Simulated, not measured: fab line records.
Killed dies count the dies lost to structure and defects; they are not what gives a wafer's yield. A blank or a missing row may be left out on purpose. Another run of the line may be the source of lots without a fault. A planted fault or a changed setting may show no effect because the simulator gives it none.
Split-lot experiment | flow berkeleyCmos170 | 23 wafers read across 5 lots, on a route 331 steps long

## THE SPLIT
At UCB170_GATE_COAT_07 (resist thk 900 nm), the setting spinRpm was moved away from the recipe's 1500 rpm on 8 of the 23 wafers read, by -7.5% to -6.5%. For the rest of the wafers, this setting stayed at what the recipe calls for.

## FROM THE SPLIT TO THE READING: what the file shows between them, 5 steps
- UCB170_GATE_EXPOSE_09: exposes mask POLY, target cd 350 nm (also split here: doseMj)
- UCB170_GATE_PEB_10
- UCB170_GATE_DEVELOP_11: develop time 45 s
- UCB170_GATE_CD_MEAS_12: target cd 350 nm
- UCB170_GATE_ETCH_14: etches BARC in N2/H2

## THE READING
KrF_of_GATE_COAT_07.thkNm (the simulator's own value, which no gauge read), in nm, at UCB170_GATE_ETCH_15 (etches poly-Si in HBr/Cl2, stops on SiO2, time 56.3 s, target depth 278.2 nm). No usual value for it is given in the file. Across the 15 wafers here that went through the recipe, the average is 774.5 nm and the standard deviation 3.1 nm.

wafer  | tool, chamber at the split | spinRpm as run, rpm | against the recipe | KrF_of_GATE_COAT_07.thkNm, nm | against lot-mates on the recipe
L074.1 | lithoTrack-02, 0           | 1500                | recipe             | 779.8                         | -
L074.2 | lithoTrack-02, 0           | 1388                | -7.5%              | 807.5                         | +28.8
L074.3 | lithoTrack-02, 0           | 1500                | recipe             | 777.6                         | -
L074.4 | lithoTrack-02, 0           | 1388                | -7.5%              | 811.4                         | +32.7
L074.6 | lithoTrack-02, 0           | 1388                | -7.5%              | 815.5                         | +36.8
L079.1 | lithoTrack-01, 0           | 1500                | recipe             | 770.9                         | -
L079.2 | lithoTrack-01, 0           | 1500                | recipe             | 771.9                         | -
L079.3 | lithoTrack-01, 0           | 1394                | -7.1%              | 802.7                         | +30.0
L079.4 | lithoTrack-01, 0           | 1394                | -7.1%              | 806.3                         | +33.6
L079.5 | lithoTrack-01, 0           | 1500                | recipe             | 775.3                         | -
L080.1 | lithoTrack-01, 0           | 1500                | recipe             | 770.9                         | -
L080.2 | lithoTrack-01, 0           | 1500                | recipe             | 775                           | -
L080.3 | lithoTrack-01, 0           | 1500                | recipe             | 772.3                         | -
L080.4 | lithoTrack-01, 0           | 1500                | recipe             | 774.9                         | -
L080.6 | lithoTrack-01, 0           | 1500                | recipe             | 772                           | -
L083.3 | lithoTrack-01, 0           | 1500                | recipe             | 776.8                         | -
L083.4 | lithoTrack-01, 0           | 1500                | recipe             | 776.9                         | -
L083.5 | lithoTrack-01, 0           | 1500                | recipe             | 769.1                         | -
L084.2 | lithoTrack-03, 0           | 1500                | recipe             | 778.7                         | -
L084.3 | lithoTrack-03, 0           | 1402                | -6.5%              | 810.2                         | +32.9
L084.4 | lithoTrack-03, 0           | 1500                | recipe             | 776                           | -
L084.5 | lithoTrack-03, 0           | 1402                | -6.5%              | 805.7                         | +28.4
L084.6 | lithoTrack-03, 0           | 1402                | -6.5%              | 807.9                         | +30.5

FIT RESULTS
A straight line over all 23 wafers: KrF_of_GATE_COAT_07.thkNm changes by -4.82 nm for each +1% of spinRpm; r = -0.98; the points scatter about the line by 3.4 nm.
The same after taking each lot's own level away (the mean of its wafers on the recipe; 23 wafers): -4.51 nm for each +1%; r = -0.99; scatter 2.4 nm.
Per that fit: largest spinRpm move, reading shift of 34 nm.
The span of the lots' own levels, 772.70 to 778.70 nm, comes to 1.9 times the standard deviation stated above.
The two slopes are in agreement: the lot-to-lot level therefore moves the slope only a little.
Check: for one of the wafers moved furthest among these (-7.5%), held out of the fit, the line's prediction against its lot-mates is +34.5 nm. It came out at +28.8 nm against them.

## THESE WAFERS: OTHER SPLITS
These wafers also went through other splits before the reading. Each is held against what the fit with the lots' levels taken away leaves over:
other split on the same wafers     | wafers away from the commonest value | r with KrF_of_GATE_COAT_07.thkNm (lot level and that fit taken away)
UCB170_START_OXIDATION_02 tempC    | 18                                   | -0.14
UCB170_PWELL_OXIDATION_02 tempC    | 15                                   | +0.15
UCB170_ACTIVE_PEB_11 pebTempC      | 9                                    | +0.04
UCB170_PFIELD_IMPLANT_07 energyKev | 10                                   | +0.12
UCB170_GATE_EXPOSE_09 doseMj       | 5                                    | -0.03

## THE WHOLE CHAIN: every reading that the file lists as answering this split, in the file's order
step                | what it does                                                                 | reading                                                                    | change (the file's fit)              | r (the file's)
UCB170_GATE_COAT_07 | resist thk 900 nm                                                            | KrF_of_GATE_COAT_07.thkNm (the simulator's own value, which no gauge read) | -4.59 nm for each +1% of the setting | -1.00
UCB170_GATE_ETCH_15 | etches poly-Si in HBr/Cl2, stops on SiO2, time 56.3 s, target depth 278.2 nm | KrF_of_GATE_COAT_07.thkNm (the simulator's own value, which no gauge read) | -4.51 nm for each +1% of the setting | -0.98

## THE FILE'S OWN FIT
KrF_of_GATE_COAT_07.thkNm changes by -4.51 nm for each +1% of spinRpm, r = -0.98.
